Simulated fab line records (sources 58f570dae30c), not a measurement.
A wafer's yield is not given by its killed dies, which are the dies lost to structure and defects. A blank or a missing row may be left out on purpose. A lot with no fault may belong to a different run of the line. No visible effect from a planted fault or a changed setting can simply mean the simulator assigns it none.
Matching of chambers    flow berkeley_cmos170    UCB170_V1_CMP_02 on cmp-02: 4 sister chambers
The step polishes SiO2. 4 wafers are shown with their chamber, then 8 later ones without.

WAFERS PAIRED WITH THEIR CHAMBERS
wafer   chamber  motor_current_A (A)
L910.3  3        15.3
L910.5  0        16.9
L910.6  1        13.4
L918.1  2        18.7

WAFERS WITH NO CHAMBER GIVEN
wafer   motor_current_A (A)
L918.4  16.7
L918.6  18.1
L914.2  15.7
L914.5  15.2
L914.6  18.2
L915.2  16.7
L915.3  14.0
L915.4  15.0

WHICH CHAMBER EACH WENT THROUGH
wafer   from the rows above      in truth
L918.4  0                        0
L918.6  can't be placed: 2 or 0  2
L914.2  can't be placed: 3 or 0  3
L914.5  3                        3
L914.6  can't be placed: 2 or 0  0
L915.2  0                        0
L915.3  can't be placed: 1 or 3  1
L915.4  3                        3
Correctly placed: 4 of 8. Not placeable from these rows: 4 (in 4, the candidates include the true chamber). Number placed wrongly: 0.
How it was worked out, from the rows above alone: a wafer's distance from a chamber is the root of the sum, over the readings, of the square of ((its reading less the chamber's mean) divided by the reading's scatter). The wafer belongs to the nearest chamber; if the next one is less than 2 further off, it can't be placed. Each chamber's mean is taken over the wafers shown for it. The scatter: with one shown wafer a chamber, the root of the mean of the squares of how far each hidden wafer lies from its nearest shown one.
